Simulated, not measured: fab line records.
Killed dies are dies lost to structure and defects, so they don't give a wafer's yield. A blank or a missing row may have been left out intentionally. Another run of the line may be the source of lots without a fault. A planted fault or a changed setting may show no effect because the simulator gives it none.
Which tool did it?    flow rit-cmos    14 lots, 42 wafers sampled, at 2 steps of a route of 202

WHAT THE GAUGES READ, wafer by wafer
No reading from a measuring or inspecting step in the record can be judged against a usual standard deviation.

TOOL THAT RAN EACH LOT (tool first, then ch and the chambers of the sampled wafers, then the start)
lot   RIT_NLDD_COAT_01                  RIT_M1_PROBE_99
L843  litho-track-04 ch 0, day 2 17:22  -
L845  litho-track-01 ch 0, day 3 03:40  -
L846  litho-track-04 ch 0, day 3 08:02  -
L847  litho-track-04 ch 0, day 3 15:33  -
L848  litho-track-03 ch 0, day 3 18:43  -
L849  litho-track-03 ch 0, day 3 23:14  -
L852  litho-track-01 ch 0, day 4 15:48  -
L855  litho-track-04 ch 0, day 5 07:23  prober-01, day 5 23:44
L857  litho-track-04 ch 0, day 5 22:20  prober-01, day 6 14:28
L858  litho-track-03 ch 0, day 6 04:50  -
L859  litho-track-01 ch 0, day 6 05:05  -
L860  litho-track-03 ch 0, day 6 08:56  -
L862  litho-track-01 ch 0, day 6 21:23  -
L865  litho-track-03 ch 0, day 7 14:42  -
- RIT_NLDD_COAT_01: resist thk 1000 nm.
- RIT_M1_PROBE_99

WHAT THE TOOLS THEMSELVES READ (means of the sampled wafers that have a number; where no wafer has one, the mark that the record gives instead)
RIT_NLDD_COAT_01. Usual: resist-line-temp-C 23.00 C, standard deviation 0.11; spin-speed-rpm 3250.0 rpm, standard deviation 2.2.
lot   tool            resist-line-temp-C (C)  spin-speed-rpm (rpm)  flag
L843  litho-track-04  23.07                   3251.4                
L845  litho-track-01  23.04                   3252.0                
L846  litho-track-04  23.06                   3248.6                
L847  litho-track-04  22.98                   3247.8                
L848  litho-track-03  22.87                   3252.8                
L849  litho-track-03  22.84                   3255.0                
L852  litho-track-01  23.05                   3249.6                
L855  litho-track-04  22.88                   2280.9                OFF
L857  litho-track-04  22.95                   2281.4                OFF
L858  litho-track-03  23.04                   3249.1                
L859  litho-track-01  23.02                   3248.5                
L860  litho-track-03  22.99                   3252.6                
L862  litho-track-01  22.98                   3251.1                
L865  litho-track-03  23.00                   3250.8                

RIT_M1_PROBE_99. Usual: killed_at_M0_to_M3 0.0, standard deviation 0.14; killed-at-contacts 0.0, standard deviation 0.25; killed-at-front-end 6.6, standard deviation 2.7; killed-dies 6.7, standard deviation 2.7; killed-open 3.3, standard deviation 1.9; killed-short 3.4, standard deviation 1.9.
lot   tool       killed_at_M0_to_M3  killed-at-contacts  killed-at-front-end  killed-dies  killed-open  killed-short  flag
L855  prober-01  0.0                 0.0                 9.3                  9.3          3.7          5.7           
L857  prober-01  0.0                 0.0                 6.3                  6.3          3.3          3.0           

THE ANSWER, worked out from the rows above alone
Rule: lot off if the mean of its wafers having a number is beyond 3 standard deviations from the usual mean. Also off: a lot with no number at a reading for which 4 or more lots have one. Any other lot the step has rows for is counted as sound. Order of review: gauges by route order, followed by the tools' own readings, for which a lot's mean as printed above is used. At the first step where some lot is off, the reading lying furthest off is the one used; lots without a number count as furthest.
Off: L855, L857, at RIT_NLDD_COAT_01 (spin-speed-rpm).
A tool fits if, at that step or a process step before it, it ran every lot that is off, and no sound lot after the first of them. One fits: litho-track-04 at RIT_NLDD_COAT_01. A fault onset in the window from L847 (day 3 15:33, its last sound lot) to L855 (day 5 07:23, its first lot off) fits.
On the lots that are off, the tool's own readings at RIT_NLDD_COAT_01 differ by more than 5 times the standard deviation of the sound lots' means, which bears it out; spin-speed-rpm reads 2281.2 rpm there versus 3250.8 rpm on the sound lots.

WHAT THE SIMULATOR HAD PUT IN
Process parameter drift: litho-track-04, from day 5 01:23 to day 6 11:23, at RIT_NLDD_COAT_01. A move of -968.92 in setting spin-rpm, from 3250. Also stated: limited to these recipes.
Lots struck among those shown: L855, L857. The rule above reached the same finding.
